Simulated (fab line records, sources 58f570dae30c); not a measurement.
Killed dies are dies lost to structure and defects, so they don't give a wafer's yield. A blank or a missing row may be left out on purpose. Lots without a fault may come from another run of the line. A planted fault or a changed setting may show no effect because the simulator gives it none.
fab line records | flow berkeley_cmos170
record lots=5 wafers=15 last_day=12
route steps=331 shown GATE@132 PLDD@145
lots that met no fault: from a run of the same line without faults
start_h: hours from the record's first day to the start of the lot's first wafer shown | wait_h: hours since the lot's step before | " the same as in the row above | L1.1+2: a row that stands for several wafers | - no value, or no start given | * or withheld: withheld | < > ~ a bound
route shown NAME@n: a module of which the file shows steps, and the number in the route of the first | usual: mean/standard deviation of fault-free wafers | same: alike in all rows | chamber/n: place in a boat | sites: the reading at each site | _std_site: their standard deviation | _edge_site: outer sites' mean less inner sites' | radius_mm: how far each site lies from the wafer's centre | mask NAME#n: copy n | behind: the tool/chamber that last shaped the wafer | hold: why the lot was held/for how many hours/how that ended | device: the transistor (n, p or np) that didn't switch | end of line: the same wafers' tests at the end of the route | a step without rows: its recipe alone | killed: dies lost to structure and defects at the first sort, not the wafer's yield | map: a wafer's dies, x killed, . not, _ none there
set.NAME: the setting as run; set.NAME@STEP: as run at that earlier step | model.NAME: the simulator's own value behind a step, which no gauge read
lots at some steps of the route; a table a step, a row a wafer
services: from which hour (start_h, from the record's first day; less than 0 if before it) a tool's chamber was out of use, for how many hours, and why
## steps
# step UCB170_GATE_COAT_06
# recipe resist=BARC temp_c=withheld time_s=withheld spin_rpm=3000 resist_thk_nm=withheld
# usual dispense_pressure_kPa=53.9/2.3
# columns lot.wafer tool chamber start_h wait_h dispense_pressure_kPa
L076.1 litho_track-01 0 127.47 0.1 57.5
L076.5 " 0 " " 57.5
L076.6 " 0 " " 57.5
L080.1 litho_track-03 0 159.17 0.4 52.5
L080.3 " 0 " " 52.5
L080.4 " 0 " " 52.6
L090.2 litho_track-02 0 201.13 0.5 52.3
L090.5 " 0 " " 52.2
L090.6 " 0 " " 52.3
L092.1 litho_track-01 0 222.12 0.1 57.5
L092.3 " 0 " " 57.5
L092.5 " 0 " " 57.5
L097.3 litho_track-03 0 242.98 0.2 52.6
L097.5 " 0 " " 52.5
L097.6 " 0 " " 52.5
# step UCB170_GATE_COAT_07
# recipe resist=KrF spin_rpm=1500 resist_thk_nm=900
# usual dispense_pressure_kPa=53.9/2.3
# columns lot.wafer tool chamber start_h wait_h dispense_pressure_kPa
L076.1 litho_track-01 0 - - 57.4
L076.5 " 0 " " 57.4
L076.6 " 0 " " 57.4
L080.1 litho_track-03 0 - - 52.5
L080.3 " 0 " " 52.5
L080.4 " 0 " " 52.5
L090.2 litho_track-02 0 - - 52.3
L090.5 " 0 " " 52.2
L090.6 " 0 " " 52.3
L092.1 litho_track-01 0 - - 57.5
L092.3 " 0 " " 57.4
L092.5 " 0 " " 57.5
L097.3 litho_track-03 0 - - 52.5
L097.5 " 0 " " 52.5
L097.6 " 0 " " 52.5
# step UCB170_GATE_SOFTBAKE_08
# recipe resist=KrF temp_c=130 time_s=60
# columns lot.wafer tool chamber start_h wait_h
L076.1+5+6 litho_track-01 0 - -
L080.1+3+4 litho_track-03 0 - -
L090.2+5+6 litho_track-02 0 - -
L092.1+3+5 litho_track-01 0 - -
L097.3+5+6 litho_track-03 0 - -
# step UCB170_GATE_EXPOSE_09
# recipe mask_id=POLY target_cd_nm=350 na=0.5 sigma_outer=0.6 source_shape=conventional dose_mj=21
# same na=0.5
# columns lot.wafer tool chamber start_h wait_h mask
L076.1+5+6 krf_scanner-02 0 127.92 - POLY#0
L080.1+3+4 krf_scanner-02 0 159.62 - POLY#0
L090.2+5+6 krf_scanner-02 0 201.70 - POLY#0
L092.1+3+5 krf_scanner-02 0 222.73 - POLY#0
L097.3+5+6 krf_scanner-01 0 243.57 - POLY#0
# step UCB170_GATE_PEB_10
# recipe peb_temp_c=130 peb_time_s=withheld resist=KrF
# columns lot.wafer tool chamber start_h wait_h
L076.1+5+6 litho_track-02 0 128.03 0.1
L080.1+3+4 litho_track-01 0 160.45 0.8
L090.2+5+6 litho_track-02 0 202.48 0.8
L092.1+3+5 litho_track-02 0 222.85 0.1
L097.3+5+6 litho_track-02 0 243.69 0.1
# step UCB170_GATE_DEVELOP_11
# recipe developer=TMAH develop_time_s=45 resist=KrF dev_temp_c=21
# usual developer_temp_C=21.00/0.11
# columns lot.wafer tool chamber start_h wait_h developer_temp_C
L076.1 litho_track-02 0 - - 20.91
L076.5 " 0 " " 21.00
L076.6 " 0 " " 20.94
L080.1 litho_track-01 0 - - 21.11
L080.3 " 0 " " 20.99
L080.4 " 0 " " 20.95
L090.2 litho_track-02 0 - - 21.23
L090.5 " 0 " " 21.17
L090.6 " 0 " " 21.12
L092.1 litho_track-02 0 - - 21.24
L092.3 " 0 " " 21.04
L092.5 " 0 " " 21.27
L097.3 litho_track-02 0 - - 20.98
L097.5 " 0 " " 20.95
L097.6 " 0 " " 20.86
# step UCB170_GATE_CD_MEAS_12
# recipe target_cd_nm=350
# usual cd_nm=350.4/1.4
# columns lot.wafer tool chamber start_h wait_h cd_nm
L076.1 cd_sem-02 - 128.31 - 351.0
L076.5 " - " " 350.1
L076.6 " - " " 350.8
L080.1 cd_sem-02 - 160.72 - 348.6
L080.3 " - " " 349.4
L080.4 " - " " 348.4
L090.2 cd_sem-01 - 202.75 - 351.3
L090.5 " - " " 351.7
L090.6 " - " " 350.2
L092.1 cd_sem-01 - 223.13 - 350.7
L092.3 " - " " 350.4
L092.5 " - " " 351.8
L097.3 cd_sem-02 - 243.96 - 350.3
L097.5 " - " " 351.7
L097.6 " - " " 349.7
# step UCB170_GATE_OVL_MEAS_13
# usual GATE_OVL=2/6.3
# columns lot.wafer tool chamber start_h wait_h GATE_OVL[nm]
L076.1 overlay-01 - 128.43 0.1 5
L076.5 " - " " -2
L076.6 " - " " -1
L080.1 overlay-01 - 160.84 0.1 -10
L080.3 " - " " -4
L080.4 " - " " 2
L090.2 overlay-01 - 202.85 0.1 7
L090.5 " - " " 0
L090.6 " - " " 5
L092.1 overlay-02 - 223.25 0.1 -1
L092.3 " - " " 1
L092.5 " - " " 2
L097.3 overlay-02 - 244.05 0.1 -5
L097.5 " - " " -4
L097.6 " - " " 2
# step UCB170_GATE_ETCH_14
# recipe chemistry=N2/H2 target_depth_a=withheld overetch_a=withheld target=BARC time_s=withheld source_w=500 bias_w=100 pressure_mtorr=30 n2_flow_sccm=100 h2_flow_sccm=200
# usual drypump_motor_current_A=5.8/0.58 n2_flow_sccm=100.00/0.29 oes_product_au=0.999/0.019 throttle_valve_pct=13.27/0.085
# columns lot.wafer tool chamber start_h wait_h drypump_motor_current_A n2_flow_sccm oes_product_au throttle_valve_pct
L076.1 rie_diel-04 0 128.46 0.0 5.9 99.75 0.989 13.24
L076.5 " 1 " " 6.7 99.93 1.007 13.20
L076.6 " 0 " " 5.9 99.93 0.995 13.23
L080.1 rie_diel-01 2 160.88 0.0 6.5 99.73 0.993 13.20
L080.3 " 1 " " 5.3 100.24 1.026 13.21
L080.4 " 0 " " 5.2 99.61 0.984 13.21
L090.2 rie_diel-01 1 202.88 0.0 5.4 100.00 1.021 13.20
L090.5 " 2 " " 6.5 99.95 0.982 13.22
L090.6 " 1 " " 5.4 100.16 1.018 13.21
L092.1 rie_diel-03 2 223.28 0.0 4.8 99.67 0.967 13.25
L092.3 " 1 " " 5.7 100.11 1.007 13.25
L092.5 " 2 " " 4.8 99.95 0.971 13.23
L097.3 rie_diel-01 2 244.07 0.0 6.5 100.36 0.987 13.22
L097.5 " 3 " " 6.1 99.60 1.013 13.33
L097.6 " 2 " " 6.5 99.75 0.991 13.22
# step UCB170_GATE_ETCH_15
# recipe chemistry=HBr/Cl2 target=poly-Si stop_on=SiO2 over_etch_frac=0.3 icp_w=300 bias_w=150 time_s=56.3 pressure_mtorr=15 HBr_flow_sccm=150 Cl2_flow_sccm=50 target_depth_a=2782
# usual drypump_motor_current_A=5.8/0.31 mfc_cl2_sccm=49.97/0.16 oes_product_au=0.823/0.015 throttle_valve_pct=26.52/0.24
# columns lot.wafer tool chamber start_h wait_h drypump_motor_current_A mfc_cl2_sccm oes_product_au rf_hours_counter_h throttle_valve_pct
L076.1 rie_si-01 3 128.51 - 5.8 50.16 0.832 112 26.76
L076.5 " 3 " " 5.8 50.09 0.825 - 26.76
L076.6 " 0 " " 5.8 49.90 0.826 - 26.54
L080.1 rie_si-01 1 160.92 - 5.7 49.95 0.831 94 26.55
L080.3 " 2 " " 5.3 50.07 0.844 2 26.84
L080.4 " 3 " " 5.8 50.07 0.832 112 26.78
L090.2 rie_si-01 2 202.93 - 5.3 50.09 0.844 2 26.82
L090.5 " 2 " " 5.3 49.88 0.854 - 26.81
L090.6 " 1 " " 5.7 49.76 0.845 - 26.56
L092.1 rie_si-01 3 223.32 - 5.8 49.87 0.813 0 26.56
L092.3 " 0 " " 5.8 49.93 0.826 32 26.54
L092.5 " 2 " " 5.3 50.01 0.856 - 26.83
L097.3 rie_si-02 3 244.12 - 6.2 49.98 0.804 1 26.11
L097.5 " 3 " " 6.2 50.00 0.800 - 26.11
L097.6 " 2 " " 5.5 50.17 0.814 - 26.41
# step UCB170_GATE_STRIP_16
# recipe chemistry=O2 power_w=400 pressure_mtorr=3500 platen_temp_c=withheld o2_flow_sccm=400 overash_fraction=0.5
# usual drypump_motor_current_A=6.07/0.3 oes_product_au=0.724/0.0044
# columns lot.wafer tool chamber start_h wait_h drypump_motor_current_A oes_product_au rf_hours_counter_h
L076.1 plasma_asher-02 0 128.55 0.0 5.88 0.726 41
L076.5 " 0 " " 5.88 0.717 -
L076.6 " 1 " " 6.55 0.726 -
L080.1 plasma_asher-04 0 160.97 0.0 5.69 0.717 5
L080.3 " 0 " " 5.70 0.722 -
L080.4 " 1 " " 6.21 0.718 -
L090.2 plasma_asher-04 1 202.97 0.0 6.24 0.715 10
L090.5 " 1 " " 6.21 0.721 -
L090.6 " 0 " " 5.71 0.725 -
L092.1 plasma_asher-02 0 223.37 0.0 5.86 0.728 52
L092.3 " 0 " " 5.88 0.719 -
L092.5 " 0 " " 5.90 0.722 -
L097.3 plasma_asher-04 0 244.20 0.1 5.70 0.738 -
L097.5 " 0 " " 5.72 0.723 -
L097.6 " 1 " " 6.23 0.728 -
# step UCB170_GATE_CD_MEAS_90
# recipe target_cd_nm=350
# usual cd_nm=350.5/1.5
# columns lot.wafer tool chamber start_h wait_h cd_nm
L076.1 cd_sem-01 - 128.65 0.1 350.2
L076.5 " - " " 350.1
L076.6 " - " " 350.3
L080.1 cd_sem-02 - 161.12 0.1 348.5
L080.3 " - " " 349.6
L080.4 " - " " 347.2
L090.2 cd_sem-01 - 203.15 0.1 351.4
L090.5 " - " " 351.6
L090.6 " - " " 351.4
L092.1 cd_sem-02 - 223.47 0.1 351.1
L092.3 " - " " 351.1
L092.5 " - " " 352.2
L097.3 cd_sem-02 - 244.44 0.2 350.6
L097.5 " - " " 352.1
L097.6 " - " " 349.8
# step UCB170_GATE_CLEAN_17
# recipe chemistry=SPM temp_c=120 time_s=600
# usual temp_c=120.04/0.14
# columns lot.wafer tool chamber start_h wait_h temp_c
L076.1 wet_bench-01 1 128.77 0.1 119.93
L076.5 " 1 " " 119.96
L076.6 " 1 " " 120.02
L080.1 wet_bench-04 1 161.24 0.1 120.16
L080.3 " 1 " " 120.19
L080.4 " 1 " " 120.08
L090.2 wet_bench-01 3 203.41 0.2 119.95
L090.5 " 3 " " 119.94
L090.6 " 3 " " 120.07
L092.1 wet_bench-01 1 223.59 0.1 120.18
L092.3 " 1 " " 120.20
L092.5 " 1 " " 120.17
L097.3 wet_bench-04 0 244.52 0.1 120.02
L097.5 " 0 " " 120.09
L097.6 " 0 " " 120.01
# step UCB170_PLDD_HMDS_00
# recipe prime_time_s=60 prime_temp_c=100
# columns lot.wafer tool chamber start_h wait_h
L076.1+5+6 litho_track-03 0 128.95 0.0
L080.1+3+4 litho_track-04 0 161.56 0.1
L090.2+5+6 litho_track-04 0 204.02 0.4
L092.1+3+5 litho_track-02 0 223.77 0.0
L097.3+5+6 litho_track-03 0 244.74 0.1
# step UCB170_PLDD_COAT_01
# recipe resist=KrF spin_rpm=1500 resist_thk_nm=900
# usual dispense_pressure_kPa=51.6/1.1
# columns lot.wafer tool chamber start_h wait_h dispense_pressure_kPa
L076.1 litho_track-03 0 129.10 0.1 52.5
L076.5 " 0 " " 52.5
L076.6 " 0 " " 52.5
L080.1 litho_track-04 0 161.71 0.1 50.0
L080.3 " 0 " " 50.0
L080.4 " 0 " " 50.0
L090.2 litho_track-04 0 204.17 0.1 50.0
L090.5 " 0 " " 50.1
L090.6 " 0 " " 50.1
L092.1 litho_track-02 0 223.92 0.1 52.3
L092.3 " 0 " " 52.2
L092.5 " 0 " " 52.3
L097.3 litho_track-03 0 244.89 0.1 52.5
L097.5 " 0 " " 52.5
L097.6 " 0 " " 52.5
# step UCB170_PLDD_SOFTBAKE_02
# recipe resist=KrF temp_c=130 time_s=60
# columns lot.wafer tool chamber start_h wait_h
L076.1+5+6 litho_track-03 0 129.25 0.1
L080.1+3+4 litho_track-04 0 161.86 0.1
L090.2+5+6 litho_track-04 0 204.32 0.1
L092.1+3+5 litho_track-02 0 224.07 0.1
L097.3+5+6 litho_track-03 0 245.04 0.1
# step UCB170_PLDD_EXPOSE_03
# recipe mask_id=PSELECT na=0.5 sigma_outer=0.6 source_shape=conventional target_cd_nm=1200 dose_mj=30
# same na=0.5
# columns lot.wafer tool chamber start_h wait_h mask
L076.1+5+6 krf_scanner-01 0 129.40 0.1 PSELECT#0
L080.1+3+4 krf_scanner-02 0 162.33 0.4 PSELECT#0
L090.2+5+6 krf_scanner-01 0 204.46 0.1 PSELECT#0
L092.1+3+5 krf_scanner-01 0 224.34 0.2 PSELECT#0
L097.3+5+6 krf_scanner-01 0 245.34 0.3 PSELECT#0
# step UCB170_PLDD_PEB_04
# recipe peb_temp_c=130 peb_time_s=withheld resist=KrF
# columns lot.wafer tool chamber start_h wait_h
L076.1+5+6 litho_track-02 0 129.51 0.1
L080.1+3+4 litho_track-04 0 162.61 0.3
L090.2+5+6 litho_track-03 0 205.38 0.9
L092.1+3+5 litho_track-04 0 224.46 0.1
L097.3+5+6 litho_track-02 0 245.84 0.5
# step UCB170_PLDD_DEVELOP_05
# recipe developer=TMAH develop_time_s=45 resist=KrF dev_temp_c=21
# usual developer_temp_C=20.98/0.094
# columns lot.wafer tool chamber start_h wait_h developer_temp_C
L076.1 litho_track-02 0 - - 20.85
L076.5 " 0 " " 21.07
L076.6 " 0 " " 20.90
L080.1 litho_track-04 0 - - 21.10
L080.3 " 0 " " 21.05
L080.4 " 0 " " 21.16
L090.2 litho_track-03 0 - - 20.91
L090.5 " 0 " " 21.13
L090.6 " 0 " " 21.00
L092.1 litho_track-04 0 - - 21.00
L092.3 " 0 " " 20.92
L092.5 " 0 " " 21.05
L097.3 litho_track-02 0 - - 20.94
L097.5 " 0 " " 20.92
L097.6 " 0 " " 20.96
# step UCB170_PLDD_CD_MEAS_06
# recipe target_cd_nm=1200
# usual cd_nm=1200.1/1.5
# columns lot.wafer tool chamber start_h wait_h cd_nm
L076.1 cd_sem-01 - 129.79 - 1201.4
L076.5 " - " " 1201.3
L076.6 " - " " 1201.5
L080.1 cd_sem-01 - 162.88 - 1201.7
L080.3 " - " " 1201.4
L080.4 " - " " 1200.9
L090.2 cd_sem-01 - 205.65 - 1198.6
L090.5 " - " " 1196.8
L090.6 " - " " 1196.4
L092.1 cd_sem-01 - 224.73 - 1200.6
L092.3 " - " " 1199.6
L092.5 " - " " 1200.1
L097.3 cd_sem-01 - 246.10 - 1200.6
L097.5 " - " " 1201.8
L097.6 " - " " 1200.2
# step UCB170_PLDD_OVL_MEAS_07
# usual PLDD_OVL=3/5.8
# columns lot.wafer tool chamber start_h wait_h PLDD_OVL[nm]
L076.1 overlay-02 - 129.91 0.1 7
L076.5 " - " " 8
L076.6 " - " " 8
L080.1 overlay-01 - 163.00 0.1 2
L080.3 " - " " 5
L080.4 " - " " 0
L090.2 overlay-01 - 205.75 0.1 1
L090.5 " - " " 1
L090.6 " - " " 2
L092.1 overlay-02 - 224.85 0.1 -10
L092.3 " - " " -5
L092.5 " - " " -7
L097.3 overlay-02 - 246.19 0.1 6
L097.5 " - " " 3
L097.6 " - " " 8
# step UCB170_PLDD_IMPLANT_08
# recipe species=BF2 dose_cm2=5e+13 energy_kev=10 tilt_deg=7 rotation_deg=0
# usual dose_ions_cm2=5e+13/5.6e+10
# columns lot.wafer tool chamber start_h wait_h dose_ions_cm2
L076.1 implanter-02 0 129.95 0.0 5.002e+13
L076.5 " 0 " " 5.004e+13
L076.6 " 0 " " 4.998e+13
L080.1 implanter-02 0 163.04 0.0 4.997e+13
L080.3 " 0 " " 5e+13
L080.4 " 0 " " 4.994e+13
L090.2 implanter-03 0 205.81 0.0 5.004e+13
L090.5 " 0 " " 4.999e+13
L090.6 " 0 " " 5.002e+13
L092.1 implanter-03 0 224.89 0.0 4.994e+13
L092.3 " 0 " " 4.984e+13
L092.5 " 0 " " 4.991e+13
L097.3 implanter-03 0 246.27 0.1 4.994e+13
L097.5 " 0 " " 4.995e+13
L097.6 " 0 " " 4.994e+13
# step UCB170_PLDD_IMPLANT_09
# recipe species=BF2 dose_cm2=5e+13 energy_kev=10 tilt_deg=7 rotation_deg=180
# usual dose_ions_cm2=4.999e+13/5.1e+10
# columns lot.wafer tool chamber start_h wait_h dose_ions_cm2
L076.1 implanter-02 0 130.10 0.1 5.005e+13
L076.5 " 0 " " 5e+13
L076.6 " 0 " " 4.999e+13
L080.1 implanter-02 0 163.19 0.1 4.989e+13
L080.3 " 0 " " 4.998e+13
L080.4 " 0 " " 4.995e+13
L090.2 implanter-03 0 205.96 0.1 5.005e+13
L090.5 " 0 " " 5.005e+13
L090.6 " 0 " " 5.001e+13
L092.1 implanter-03 0 225.04 0.1 4.999e+13
L092.3 " 0 " " 4.998e+13
L092.5 " 0 " " 4.985e+13
L097.3 implanter-03 0 246.42 0.1 5.007e+13
L097.5 " 0 " " 5.006e+13
L097.6 " 0 " " 4.997e+13
## services
# columns tool chamber start_h hours kind
plasma_asher-04 - 108.75 9.0 pm
rie_diel-01 2 119.27 7.8 repair
krf_scanner-02 - 126.54 0.8 pm
rie_si-01 - 135.99 0.5 repair
krf_scanner-02 - 138.42 10.5 repair
krf_scanner-02 - 138.46 0.2 repair
rie_diel-03 0 143.16 126.4 repair
krf_scanner-02 - 148.87 1.0 pm
krf_scanner-02 - 156.76 1.3 pm
krf_scanner-01 - 158.51 1.0 pm
implanter-02 - 168.31 31.9 repair
krf_scanner-01 - 179.41 1.3 pm
rie_si-01 2 183.16 6.3 repair
krf_scanner-02 - 185.12 3.6 pm
rie_diel-03 3 194.79 9.0 repair
krf_scanner-02 - 199.50 1.0 repair
implanter-02 - 202.21 20.0 repair
krf_scanner-02 0 212.66 - calibration
krf_scanner-02 - 224.85 4.8 repair
rie_diel-01 2 225.02 1.4 repair
rie_diel-04 1 231.33 8.4 repair
implanter-02 - 243.90 3.5 repair
rie_si-01 - 243.95 15.6 pm
krf_scanner-01 - 245.97 0.8 pm
## key
fault none
